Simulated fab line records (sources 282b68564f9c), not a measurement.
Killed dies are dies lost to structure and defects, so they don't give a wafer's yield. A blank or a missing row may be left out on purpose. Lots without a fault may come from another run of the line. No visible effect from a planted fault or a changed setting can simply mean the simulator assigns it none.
A lot that was struck, set against a sound lot	flow ritCmos	44 steps out of a route of 202
Sound: these wafers, L277.1, L277.3, L277.4. The struck wafers were L273.1, L273.3, L273.6. Last of all comes the cause.
Order at every step that has rows: each side's tool, ch and its chambers, its first start. Under that, the readings that differ: sound wafers	struck wafers	difference of the means	sigmas: that difference in standard deviations of wafers without a fault.
alike: readings whose means differ by less than 2 such deviations, and words and numbers that are the same on both sides. not compared: withheld readings, readings that some wafer has no value for, bounds like >300 that may hide the same value, and numbers for which the record gives no deviation and whose values overlap.
A row with sigmas, a row that says differs or no value, or rows on one side alone: a step with any of these is where the two part. Numbers that have no deviation but don't overlap get no sigmas and don't part them. A reading missing from all wafers of one side parts the sides only when that side holds two or more wafers.

first, 1 step without rows for these wafers: RIT_ACTIVE_DEVELOP_10 (develop time 50 s).
RIT_ACTIVE_CD_MEAS_11: the cd target is 1400 nm.
  sound on cdSem-01, day 4 05:19; struck on cdSem-01, day 3 06:39
  alike: cdNm
then, 1 step without rows for these wafers: RIT_ACTIVE_HARDBAKE_12 (time 60 s).
RIT_ACTIVE_ETCH_13: etches Si3N4 in SF6, stops on SiO2, time 210 s, target depth 210 nm.
  sound on rieDiel-03 ch 1,2,3, day 4 05:35; struck on rieDiel-02 ch 0,1,3, day 3 06:59
  alike: drypumpMotorCurrentA, oesProductAu, throttleValvePct
  not compared: rfHoursCounterH
RIT_ACTIVE_STRIP_14: strips in O2, time 180 s.
  sound on plasmaAsher-03 ch 0,1, day 4 05:43; struck on plasmaAsher-04 ch 0,1, day 3 07:08
  alike: drypumpMotorCurrentA
  not compared: rfHoursCounterH
RIT_ACTIVE_CD_MEAS_90: the cd target is 1400 nm.
  sound on cdSem-02, day 4 05:53; struck on cdSem-01, day 3 07:18
  alike: cdNm
then, 4 steps without rows for these wafers: RIT_ACTIVE_CLEAN_15 (cleans in SC1, time 600 s); RIT_ACTIVE_CLEAN_16 (cleans in dHF, time 30 s); RIT_ACTIVE_CLEAN_17 (cleans in SC2, time 600 s); RIT_FOX1_OXIDATION_00 (target thk 350.7 nm, ox time 1130 s).
RIT_FOX1_THK_MEAS_01:
  sound on filmMetro-02, day 4 09:50; struck on filmMetro-04, day 3 10:51
  alike: FOX1_OXIDE_THK
then, 1 step without rows for these wafers: RIT_FOX1_WET_ETCH_02 (etches SiO2 in BOE, target depth 350 nm, time 390 s).
RIT_FOX2_OXIDATION_00: target thk 350.7 nm, ox time 1130 s.
  sound on furnace-04 ch 0, day 4 11:59; struck on furnace-01 ch 0, day 3 12:30
  alike: oxTempC
RIT_FOX2_THK_MEAS_01:
  sound on filmMetro-04, day 4 13:18; struck on filmMetro-04, day 3 14:41
reading	sound	struck	difference	sigmas
FOX2_OXIDE_THK (nm)	347 348 348	514 508 514	+164	+25
RIT_FOX2_CLEAN_02: cleans in dHF, time 180 s.
  sound on wetBench-04 ch 2, day 4 13:22; struck on wetBench-03 ch 1, day 3 14:45
reading	sound	struck	difference	sigmas
model.SiO2_of_FOX2_OXIDATION_00.thkNm (nm)	329.8 330.8 331.4	497.1 491.7 497.1	+164.6	
model.Si3N4_of_ACTIVE_CVD_03.thkNm (nm)	131.8 131.5 131.2	125.8 127.2 128.2	-4.4	
RIT_FOX2_WET_ETCH_03: etches Si3N4 in H3PO4, target depth 195 nm, time 2700 s.
  sound on wetBench-02 ch 3, day 4 13:25; struck on wetBench-04 ch 1, day 3 14:49
reading	sound	struck	difference	sigmas
model.SiO2_of_FOX2_OXIDATION_00.thkNm (nm)	319.2 320.1 320.8	486.4 481 486.4	+164.6	
RIT_FOX2_THK_MEAS_90:
  sound on filmMetro-03, day 4 14:14; struck on filmMetro-03, day 3 15:38
reading	sound	struck	difference	sigmas
FIELD_OXIDE_LEFT_1_THK (nm)	319 320 321	487 481 486	+165	+25
then, 6 steps without rows for these wafers: RIT_NWELL_HMDS_00 (prime time 60 s); RIT_NWELL_COAT_01 (resist thk 1300 nm); RIT_NWELL_SOFTBAKE_02 (time 60 s); RIT_NWELL_EXPOSE_03 (exposes mask M2, target cd 43900 nm); RIT_NWELL_PEB_04; RIT_NWELL_DEVELOP_05 (develop time 68 s).
RIT_NWELL_OVL_MEAS_06:
  sound on overlay-02, day 4 15:19; struck on overlay-01, day 3 17:02
  alike: NWELL_OVL
then, 2 steps without rows for these wafers: RIT_NWELL_HARDBAKE_07 (time 120 s); RIT_NWELL_IMPLANT_08.
RIT_NWELL_STRIP_09: strips in O2, time 180 s.
  sound on plasmaAsher-04 ch 0,1, day 4 15:44; struck on plasmaAsher-02 ch 0,1, day 3 17:28
reading	sound	struck	difference	sigmas
drypumpMotorCurrentA (A)	5.38 5.78 5.38	6.32 6.26 6.34	+0.79	+3
  not compared: rfHoursCounterH
RIT_NWELL_TW_MEAS_10:
  sound on filmMetro-03, day 4 15:55; struck on filmMetro-04, day 3 17:39
  alike: NWELL_TW
then, 6 steps without rows for these wafers: RIT_PWELL_HMDS_00 (prime time 60 s); RIT_PWELL_COAT_01 (resist thk 1300 nm); RIT_PWELL_SOFTBAKE_02 (time 60 s); RIT_PWELL_EXPOSE_03 (exposes mask M3, target cd 43700 nm); RIT_PWELL_PEB_04; RIT_PWELL_DEVELOP_05 (develop time 71.04 s).
RIT_PWELL_OVL_MEAS_06:
  sound on overlay-01, day 4 17:06; struck on overlay-01, day 3 19:02
  alike: PWELL_OVL
then, 2 steps without rows for these wafers: RIT_PWELL_HARDBAKE_07 (time 120 s); RIT_PWELL_IMPLANT_08.
RIT_PWELL_STRIP_09: strips in O2, time 180 s.
  sound on plasmaAsher-02 ch 0,1, day 4 17:32; struck on plasmaAsher-03 ch 0,1, day 3 19:29
  alike: drypumpMotorCurrentA
  not compared: rfHoursCounterH
RIT_PWELL_TW_MEAS_10:
  sound on filmMetro-04, day 4 17:43; struck on filmMetro-03, day 3 19:39
reading	sound	struck	difference	sigmas
PWELL_TW	970 966 970	947 953 949	-19	-2
then, 1 step without rows for these wafers: RIT_WELLDRIVE_ANNEAL_00 (time 14700 s).
RIT_WELLDRIVE_RS_MEAS_01: measurement is done with a four-point probe.
  sound on filmMetro-04, day 4 22:51; struck on filmMetro-03, day 4 00:48
reading	sound	struck	difference	sigmas
NWELL_RS (ohm/sq)	279.9 280.4 280.1	277.8 276.7 278.3	-2.5	-2
RIT_WELLDRIVE_RS_MEAS_02: measurement is done with a four-point probe.
  sound on filmMetro-04, day 4 22:58; struck on filmMetro-03, day 4 00:55
  alike: PWELL_RS
RIT_FOX2_THK_MEAS_91:
  sound on filmMetro-02, day 5 02:44; struck on filmMetro-04, day 5 00:12
reading	sound	struck	difference	sigmas
FIELD_OXIDE_LEFT_2_THK (nm)	251 252 253	419 414 419	+165	+24
RIT_M1_PROBE_99:
  rows exist in the record for the struck wafers here (prober-02, day 6 04:21), but not for the sound ones

== WHERE THEY PART ==
At RIT_FOX2_THK_MEAS_01 first; at RIT_M1_PROBE_99 last (within this record only).

WHY: the cause the simulator had injected
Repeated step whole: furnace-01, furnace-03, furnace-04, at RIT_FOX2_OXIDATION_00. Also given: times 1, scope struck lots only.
